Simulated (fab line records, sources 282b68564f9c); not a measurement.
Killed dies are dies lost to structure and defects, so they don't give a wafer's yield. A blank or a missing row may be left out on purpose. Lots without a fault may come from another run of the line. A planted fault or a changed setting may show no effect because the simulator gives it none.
A struck lot beside a sound one | flow rit_cmos | 17 steps out of a route of 202
Sound: wafers L735.1, L735.3, L735.6. Struck: wafers L729.2, L729.4, L729.5. The cause comes at the end.
At each step with rows: each side's tool, then ch and its chambers, then its first start. Under that, the readings that differ: sound wafers | struck wafers | difference of the means | sigmas: that difference in standard deviations of wafers without a fault.
alike: readings whose means differ by less than 2 such deviations, and words and numbers that are the same on both sides. not compared: withheld readings, readings that some wafer has no value for, bounds like >300 that may hide the same value, and numbers for which the record gives no deviation and whose values overlap.
The two part at a step that has a row with sigmas, a row that says differs or no value, or rows on one side only. Numbers that don't overlap but have no deviation are shown without sigmas and don't part them. A reading that every wafer of one side lacks parts them only if that side has two wafers or more.

first, 2 steps without rows for these wafers: RIT_NRETRO_HARDBAKE_07 (time 120 s); RIT_NRETRO_IMPLANT_08.
RIT_NRETRO_STRIP_09: strips in O2, time 180 s.
  sound on plasma_asher-03 ch 1, day 6 21:33; struck on plasma_asher-03 ch 0,1, day 5 12:10
  alike: drypump_motor_current_A, o2_flow_sccm
  not compared: rf_hours_counter_h
RIT_NRETRO_TW_MEAS_10:
  sound on film_metro-02, day 6 21:44; struck on film_metro-02, day 5 12:21
  alike: NRETRO_TW
then, 2 steps without rows for these wafers: RIT_PRETRO_HMDS_00 (prime time 60 s); RIT_PRETRO_COAT_01 (resist thk 1300 nm).
RIT_PRETRO_SOFTBAKE_02: time 60.96 s.
  sound on litho_track-01 ch 0, day 6 22:14; struck on litho_track-02 ch 0, day 5 12:43
  alike: plate_sensor_t_centre_C, plate_sensor_t_edge_C, resist_line_temp_C
then, 3 steps without rows for these wafers: RIT_PRETRO_EXPOSE_03 (exposes mask M5, target cd 43700 nm); RIT_PRETRO_PEB_04; RIT_PRETRO_DEVELOP_05 (develop time 68 s).
RIT_PRETRO_OVL_MEAS_06:
  sound on overlay-02, day 6 22:49; struck on overlay-02, day 5 13:25
  alike: PRETRO_OVL
then, 1 step without rows for these wafers: RIT_PRETRO_HARDBAKE_07 (time 120 s).
RIT_PRETRO_IMPLANT_08:
  sound on implanter-02 ch 0, day 6 23:06; struck on implanter-04 ch 0, day 5 13:43
  reading                   | sound                | struck               | difference | sigmas
  beam_energy_keV           | 45.008 45.007 45.003 | 54.889 54.871 54.871 | +9.871     | +99 or more
  model.implant.rp_nm (nm)  | 143.1 143.1 143.1    | 170.6 170.6 170.6    | +27.5      |
  model.implant.drp_nm (nm) | 55.07 55.07 55.07    | 61.68 61.68 61.68    | +6.61      |
  alike: end_station_pressure_torr
RIT_PRETRO_STRIP_09: strips in O2, time 180 s.
  sound on plasma_asher-02 ch 0,1, day 6 23:15; struck on plasma_asher-01 ch 0,1, day 5 13:50
  alike: drypump_motor_current_A, o2_flow_sccm
  not compared: rf_hours_counter_h
RIT_PRETRO_TW_MEAS_10:
  sound on film_metro-02, day 6 23:26; struck on film_metro-04, day 5 14:01
  reading   | sound             | struck            | difference | sigmas
  PRETRO_TW | 477.4 477.7 477.4 | 497.2 494.5 495.5 | +18.2      | +7
then, 1 step without rows for these wafers: RIT_GATE_WET_ETCH_00 (etches SiO2 in BOE, target depth 56 nm, time 60 s).
RIT_M1_PROBE_99:
  sound on prober-02, day 8 09:27; struck on prober-01, day 7 07:12
  reading                                    | sound                | struck               | difference | sigmas
  model.etest.nmos_0p3.r_on_ohm_um           | 2084 2113 2106       | 1993 1958 1964       | -129       |
  model.etest.nmos_turned.drive_ua_um        | 332.4 323.1 316.6    | 369.2 374.5 368.8    | +46.8      |
  model.etest.nmos_0p15.drive_ua_um          | 502.5 481.6 484.4    | 508.9 519.1 513.6    | +24.4      |
  model.etest.nmos_0p3.drive_ua_um           | 249.9 240.8 247.3    | 263.9 271.8 264.3    | +20.7      |
  model.etest.nmos_narrow.drive_ua_um        | 251 243.5 251.4      | 264.1 272.9 262.4    | +17.8      |
  model.etest.nmos_0p15.off_log10_a_um       | -9.773 -10.14 -10.16 | -9.641 -9.502 -9.512 | +0.473     |
  model.etest.retro_edge_nmos.off_log10_a_um | -9.719 -10.08 -10.02 | -9.559 -9.381 -9.438 | +0.480     |
  alike: killed_at_contacts, killed_at_front_end, killed_dies, killed_on_rim, killed_open, killed_short
  not compared: model.etest.ring.quiet_log10_a

WHERE THEY PART
First at RIT_PRETRO_IMPLANT_08; last, within this record, at RIT_PRETRO_TW_MEAS_10. Later steps at which nothing parts them and some readings are alike: RIT_M1_PROBE_99.

WHY: what the simulator had put in
Process parameter drift: implanter-04, from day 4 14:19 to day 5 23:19, at RIT_PRETRO_IMPLANT_08. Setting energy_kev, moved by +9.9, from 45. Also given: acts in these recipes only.
